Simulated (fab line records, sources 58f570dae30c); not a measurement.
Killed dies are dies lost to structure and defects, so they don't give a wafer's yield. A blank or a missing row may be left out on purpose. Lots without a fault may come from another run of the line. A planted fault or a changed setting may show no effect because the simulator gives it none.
Which tool did it? | flow berkeley_cmos170 | 14 lots, 42 wafers sampled, at 6 steps of a route of 331

WHAT THE GAUGES READ, wafer by wafer
UCB170_NLDD_TW_MEAS_11.
lot  | measured     | on            | NLDD_TW
L652 | day 6 17:07  | film_metro-04 | 2232 2233 2238
L649 | day 6 17:22  | film_metro-02 | 2197 2193 2193
L651 | day 6 17:40  | film_metro-03 | 2178 2179 2183
L650 | day 6 18:01  | film_metro-02 | 2188 2179 2199
L654 | day 7 14:50  | film_metro-02 | 2199 2198 2201
L653 | day 7 15:26  | film_metro-02 | 2207 2201 2203
L655 | day 7 21:13  | film_metro-02 | 2197 2194 2201
L658 | day 8 08:03  | film_metro-04 | 2246 2243 2243
L657 | day 8 08:35  | film_metro-02 | 2196 2210 2200
L663 | day 9 07:11  | film_metro-04 | 2219 2216 2243
L662 | day 9 07:50  | film_metro-03 | 2174 2195 2187
L665 | day 9 09:47  | film_metro-02 | 2199 2215 2198
L668 | day 9 19:10  | film_metro-02 | 2213 2197 2199
L670 | day 11 00:10 | film_metro-02 | 2214 2218 2206

UCB170_SILICIDE_RS_MEAS_02: measures by four-point-probe.
lot  | measured     | on            | SILICIDE_TI_RS (ohm/sq)
L652 | day 7 03:30  | film_metro-01 | 26.40 25.94 26.26
L649 | day 7 03:55  | film_metro-01 | 26.59 26.54 26.50
L651 | day 7 04:01  | film_metro-02 | 26.29 26.23 26.12
L650 | day 7 04:10  | film_metro-03 | 26.70 26.11 26.50
L654 | day 8 06:15  | film_metro-02 | 25.76 25.99 26.02
L653 | day 8 05:56  | film_metro-01 | 26.10 26.07 26.42
L655 | day 8 06:15  | film_metro-03 | 25.61 25.62 25.16
L658 | day 8 18:20  | film_metro-03 | 26.03 25.86 25.52
L657 | day 8 18:31  | film_metro-01 | 26.09 26.24 25.87
L663 | day 9 20:22  | film_metro-01 | 21.13 21.20 21.13
L662 | day 9 20:21  | film_metro-03 | 26.02 26.19 26.67
L665 | day 9 21:11  | film_metro-02 | 21.22 21.36 21.41
L668 | day 10 08:55 | film_metro-02 | 26.44 25.70 26.27
L670 | day 11 11:17 | film_metro-01 | 26.25 26.04 26.03

UCB170_SILICIDE_THK_MEAS_03: measures by xrf.
lot  | measured     | on            | SILICIDE_TI_THK (nm)
L652 | day 7 03:37  | film_metro-01 | 30.0 30.4 30.2
L649 | day 7 04:02  | film_metro-01 | 29.7 29.7 29.9
L651 | day 7 04:07  | film_metro-02 | 30.0 30.0 30.2
L650 | day 7 04:16  | film_metro-03 | 30.2 30.7 30.4
L654 | day 8 06:22  | film_metro-02 | 30.7 30.5 30.4
L653 | day 8 06:02  | film_metro-01 | 30.4 30.4 30.0
L655 | day 8 06:22  | film_metro-03 | 31.5 31.3 32.0
L658 | day 8 18:27  | film_metro-03 | 30.9 31.1 31.5
L657 | day 8 18:38  | film_metro-01 | 30.5 30.1 30.7
L663 | day 9 20:29  | film_metro-01 | 36.3 36.3 36.4
L662 | day 9 20:28  | film_metro-03 | 31.0 30.7 30.4
L665 | day 9 21:19  | film_metro-02 | 36.0 36.0 35.7
L668 | day 10 09:02 | film_metro-02 | 30.1 30.8 30.2
L670 | day 11 11:23 | film_metro-01 | 30.4 30.8 30.7

WHICH TOOL RAN EACH LOT (tool, then ch and the chambers of the sampled wafers, then the start)
lot  | UCB170_BACKSIDE_STRIP_03             | UCB170_SDANNEAL_RTA_01           | UCB170_SILICIDE_SPUTTER_01
L652 | plasma_asher-04 ch 0,1, day 7 02:30  | rtp_anneal-02 ch 0, day 7 02:51  | pvd_sputter-01, day 7 03:27
L649 | plasma_asher-04 ch 0,1, day 7 02:57  | rtp_anneal-02 ch 0, day 7 03:17  | pvd_sputter-03, day 7 03:53
L651 | plasma_asher-03 ch 0,1, day 7 03:01  | rtp_anneal-01 ch 0, day 7 03:21  | pvd_sputter-04, day 7 03:56
L650 | plasma_asher-01 ch 0,1, day 7 03:09  | rtp_anneal-02 ch 0, day 7 03:30  | pvd_sputter-01, day 7 04:07
L654 | plasma_asher-04 ch 0,1, day 8 04:56  | rtp_anneal-02 ch 0, day 8 05:37  | pvd_sputter-01, day 8 06:13
L653 | plasma_asher-03 ch 0,1, day 8 04:48  | rtp_anneal-01 ch 0, day 8 05:17  | pvd_sputter-03, day 8 05:52
L655 | plasma_asher-03 ch 0, day 8 05:07    | rtp_anneal-01 ch 0, day 8 05:37  | pvd_sputter-04, day 8 06:13
L658 | plasma_asher-04 ch 0,1, day 8 17:20  | rtp_anneal-01 ch 0, day 8 17:41  | pvd_sputter-03, day 8 18:17
L657 | plasma_asher-03 ch 0,1, day 8 17:28  | rtp_anneal-02 ch 0, day 8 17:52  | pvd_sputter-04, day 8 18:29
L663 | plasma_asher-01 ch 0,1, day 9 19:19  | rtp_anneal-01 ch 0, day 9 19:43  | pvd_sputter-04, day 9 20:20
L662 | plasma_asher-03 ch 0,1, day 9 19:19  | rtp_anneal-02 ch 0, day 9 19:43  | pvd_sputter-01, day 9 20:19
L665 | plasma_asher-01 ch 0,1, day 9 20:05  | rtp_anneal-01 ch 0, day 9 20:26  | pvd_sputter-04, day 9 21:10
L668 | plasma_asher-01 ch 0, day 10 05:35   | rtp_anneal-02 ch 0, day 10 08:16 | pvd_sputter-01, day 10 08:52
L670 | plasma_asher-04 ch 0,1, day 11 10:14 | rtp_anneal-02 ch 0, day 11 10:35 | pvd_sputter-03, day 11 11:14
- UCB170_BACKSIDE_STRIP_03: strips in O2.
- UCB170_SDANNEAL_RTA_01: time 5 s.
- UCB170_SILICIDE_SPUTTER_01: material Ti, target thk 30 nm, time 25 s.

WHAT THE TOOLS THEMSELVES READ (means of the sampled wafers that have a number; where no wafer has one, the mark that the record gives instead)
UCB170_BACKSIDE_STRIP_03.
lot  | tool            | drypump_motor_current_A (A) | oes_product_au (a.u.) | strip_time_to_endpoint_s (s)
L652 | plasma_asher-04 | 5.9                         | 0.736                 | 22.07
L649 | plasma_asher-04 | 5.9                         | 0.731                 | 21.97
L651 | plasma_asher-03 | 6.1                         | 0.734                 | 22.07
L650 | plasma_asher-01 | 5.9                         | 0.736                 | 22.03
L654 | plasma_asher-04 | 5.6                         | 0.735                 | 22.02
L653 | plasma_asher-03 | 6.2                         | 0.734                 | 21.93
L655 | plasma_asher-03 | 6.1                         | 0.738                 | 22.11
L658 | plasma_asher-04 | 5.5                         | 0.736                 | 21.99
L657 | plasma_asher-03 | 6.2                         | 0.739                 | 21.94
L663 | plasma_asher-01 | 5.7                         | 0.736                 | 22.05
L662 | plasma_asher-03 | 6.2                         | 0.731                 | 22.02
L665 | plasma_asher-01 | 5.8                         | 0.738                 | 22.07
L668 | plasma_asher-01 | 6.0                         | 0.737                 | 22.08
L670 | plasma_asher-04 | 5.5                         | 0.733                 | 21.83

UCB170_SDANNEAL_RTA_01.
lot  | tool          | lamp_power_pct (%) | wafer_temp_C_max
L652 | rtp_anneal-02 | 45                 | 1055.4
L649 | rtp_anneal-02 | 45                 | 1054.6
L651 | rtp_anneal-01 | 33                 | 1057.7
L650 | rtp_anneal-02 | 45                 | 1055.8
L654 | rtp_anneal-02 | 45                 | 1055.6
L653 | rtp_anneal-01 | 33                 | 1057.9
L655 | rtp_anneal-01 | 33                 | 1057.4
L658 | rtp_anneal-01 | 33                 | 1058.3
L657 | rtp_anneal-02 | 45                 | 1054.6
L663 | rtp_anneal-01 | 33                 | 1057.8
L662 | rtp_anneal-02 | 45                 | 1055.6
L665 | rtp_anneal-01 | 33                 | 1058.7
L668 | rtp_anneal-02 | 45                 | 1054.3
L670 | rtp_anneal-02 | 45                 | 1054.4

UCB170_SILICIDE_SPUTTER_01.
lot  | tool           | throttle_valve_pct (%)
L652 | pvd_sputter-01 | 30.0
L649 | pvd_sputter-03 | 29.6
L651 | pvd_sputter-04 | 29.6
L650 | pvd_sputter-01 | 29.5
L654 | pvd_sputter-01 | 30.1
L653 | pvd_sputter-03 | 30.1
L655 | pvd_sputter-04 | 29.7
L658 | pvd_sputter-03 | 30.3
L657 | pvd_sputter-04 | 29.8
L663 | pvd_sputter-04 | 29.6
L662 | pvd_sputter-01 | 30.0
L665 | pvd_sputter-04 | 29.7
L668 | pvd_sputter-01 | 29.5
L670 | pvd_sputter-03 | 29.7

THE ANSWER, worked out from the rows above alone
Rule: what is usual is taken from the lots themselves. Put in order of their means at a reading, lots are off if they are a third of the lots or fewer, leave a main group of 4 or more, and stand apart from it by a gap of 3 or more times the standard deviation of the main group's means; of several such gaps the widest counts. A main group whose means are all the same, to the digits that the tables above print for the reading, isn't used. A lot without any number at a reading at which 4 lots or more have one is off too. The other lots that the step has rows for count as sound. The gauges are gone through in route order, then the tools' own readings, and for those a lot's mean is taken as printed above. The first step at which some lot is off is used, and at that step the reading that is off furthest; a lot without a number counts as furthest.
Off: L663, L665, at UCB170_SILICIDE_RS_MEAS_02 (SILICIDE_TI_RS). The main group: mean 26.12 ohm/sq, standard deviation 0.27.
A tool fits if, at a process step before that reading, it ran every lot that is off, and no sound lot after the first of them. The gauges at UCB170_SILICIDE_RS_MEAS_02 are tried like those tools. Can't be told from this: 2 tools fit, rtp_anneal-01 at UCB170_SDANNEAL_RTA_01, pvd_sputter-04 at UCB170_SILICIDE_SPUTTER_01.

WHAT THE SIMULATOR HAD PUT IN
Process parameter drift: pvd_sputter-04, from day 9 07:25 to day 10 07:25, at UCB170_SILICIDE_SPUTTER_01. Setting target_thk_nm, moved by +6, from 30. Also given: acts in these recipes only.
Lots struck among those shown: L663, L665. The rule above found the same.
